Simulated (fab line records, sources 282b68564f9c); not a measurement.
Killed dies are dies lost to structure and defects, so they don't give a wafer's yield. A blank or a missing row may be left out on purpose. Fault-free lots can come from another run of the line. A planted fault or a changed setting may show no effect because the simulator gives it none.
Which of the tools did it? :: flow rit cmos :: Sampling: 14 lots, 42 wafers, 2 of 202 route steps

== WHAT THE GAUGES SHOWED, per wafer ==
The record lacks any reading of a measuring or inspecting step that a usual standard deviation could be used to judge.

== WHAT TOOL EACH LOT RAN ON (gives the tool, then ch and the chambers of the sampled wafers, and finally the start) ==
lot: L546
RIT_NWELL_IMPLANT_08: implanter-01 ch 0, day 2 13:04
RIT_M1_PROBE_99: -

lot: L547
RIT_NWELL_IMPLANT_08: implanter-03 ch 0, day 2 18:31
RIT_M1_PROBE_99: prober-02, day 4 05:48

lot: L549
RIT_NWELL_IMPLANT_08: implanter-04 ch 0, day 3 04:58
RIT_M1_PROBE_99: -

lot: L550
RIT_NWELL_IMPLANT_08: implanter-01 ch 0, day 3 09:15
RIT_M1_PROBE_99: -

lot: L551
RIT_NWELL_IMPLANT_08: implanter-01 ch 0, day 3 14:19
RIT_M1_PROBE_99: -

lot: L552
RIT_NWELL_IMPLANT_08: implanter-04 ch 0, day 3 18:17
RIT_M1_PROBE_99: -

lot: L553
RIT_NWELL_IMPLANT_08: implanter-03 ch 0, day 3 22:27
RIT_M1_PROBE_99: prober-02, day 5 13:23

lot: L555
RIT_NWELL_IMPLANT_08: implanter-03 ch 0, day 4 09:55
RIT_M1_PROBE_99: -

lot: L559
RIT_NWELL_IMPLANT_08: implanter-04 ch 0, day 5 06:20
RIT_M1_PROBE_99: -

lot: L560
RIT_NWELL_IMPLANT_08: implanter-01 ch 0, day 5 12:44
RIT_M1_PROBE_99: -

lot: L561
RIT_NWELL_IMPLANT_08: implanter-01 ch 0, day 5 15:49
RIT_M1_PROBE_99: prober-02, day 7 12:22

lot: L564
RIT_NWELL_IMPLANT_08: implanter-04 ch 0, day 6 13:02
RIT_M1_PROBE_99: prober-01, day 8 21:20

lot: L565
RIT_NWELL_IMPLANT_08: implanter-03 ch 0, day 6 13:20
RIT_M1_PROBE_99: -

lot: L566
RIT_NWELL_IMPLANT_08: implanter-03 ch 0, day 7 05:47
RIT_M1_PROBE_99: -
- RIT_NWELL_IMPLANT_08
- RIT_M1_PROBE_99

== WHAT THE TOOLS THEMSELVES READ (means of the sampled wafers that have a number; where no wafer has one, the mark that the record gives instead) ==
RIT_NWELL_IMPLANT_08.
lot: L546
tool: implanter-01
tilt deg (degrees): 7.029

lot: L547
tool: implanter-03
tilt deg (degrees): 6.992

lot: L549
tool: implanter-04
tilt deg (degrees): 7.001

lot: L550
tool: implanter-01
tilt deg (degrees): 6.997

lot: L551
tool: implanter-01
tilt deg (degrees): 6.995

lot: L552
tool: implanter-04
tilt deg (degrees): 7.010

lot: L553
tool: implanter-03
tilt deg (degrees): 6.986

lot: L555
tool: implanter-03
tilt deg (degrees): 6.979

lot: L559
tool: implanter-04
tilt deg (degrees): 7.012

lot: L560
tool: implanter-01
tilt deg (degrees): 5.000

lot: L561
tool: implanter-01
tilt deg (degrees): 5.022

lot: L564
tool: implanter-04
tilt deg (degrees): 6.993

lot: L565
tool: implanter-03
tilt deg (degrees): 6.993

lot: L566
tool: implanter-03
tilt deg (degrees): 6.995

RIT_M1_PROBE_99.
lot: L547
tool: prober-02
killed at contacts: 0.0
killed at front end: 5
killed dies: 5
killed open: 2.3
killed short: 3.0

lot: L553
tool: prober-02
killed at contacts: 0.0
killed at front end: 6
killed dies: 6
killed open: 5.0
killed short: 1.3

lot: L561
tool: prober-02
killed at contacts: 0.0
killed at front end: 5
killed dies: 5
killed open: 2.3
killed short: 2.3

lot: L564
tool: prober-01
killed at contacts: 0.0
killed at front end: 7
killed dies: 7
killed open: 3.3
killed short: 3.3

== THE ANSWER, worked out from the rows above alone ==
Rule: usual is defined by the lots themselves. The widest of any qualifying gaps counts: lots, ordered by their means at a reading, are off when they make up no more than a third of the lots, leave a main group of 4 or more, and stand apart from it by 3 or more times the standard deviation of that group's means. A main group is skipped when, at the precision printed for the reading in the tables above, its means are all equal. Also off: a lot with no number at a reading for which 4 or more lots have one. Where the step has rows for the other lots, those lots are counted as sound. After the gauges, taken in route order, come the tools' own readings; for these a lot's mean is taken, as printed above. The first step at which some lot is off is used, and at that step the reading that is off furthest; a lot without a number counts as furthest.
Off: L560, L561 (RIT_NWELL_IMPLANT_08, tilt deg). The main group: mean 6.998 degrees, standard deviation 0.013.
If a tool, at that step or one of the process steps before it, ran each lot that is off and ran no sound lot following the first of them, it fits. One fits: implanter-01 at RIT_NWELL_IMPLANT_08. A fault onset in the window from L551 (day 3 14:19, its last sound lot) to L560 (day 5 12:44, its first lot off) fits.
The tool's own readings at RIT_NWELL_IMPLANT_08 bear it out: on the lots that are off they differ by more than 5 times the standard deviation of the sound lots' means. tilt deg reads 5.011 degrees there against 6.998 degrees on the sound lots.

== WHAT THE SIMULATOR HAD PUT IN ==
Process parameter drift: implanter-01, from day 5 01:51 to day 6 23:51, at RIT_NWELL_IMPLANT_08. Setting tilt deg shifted by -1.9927 from 7. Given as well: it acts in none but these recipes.
Struck lots among those shown: L560, L561. Same finding as the rule above.
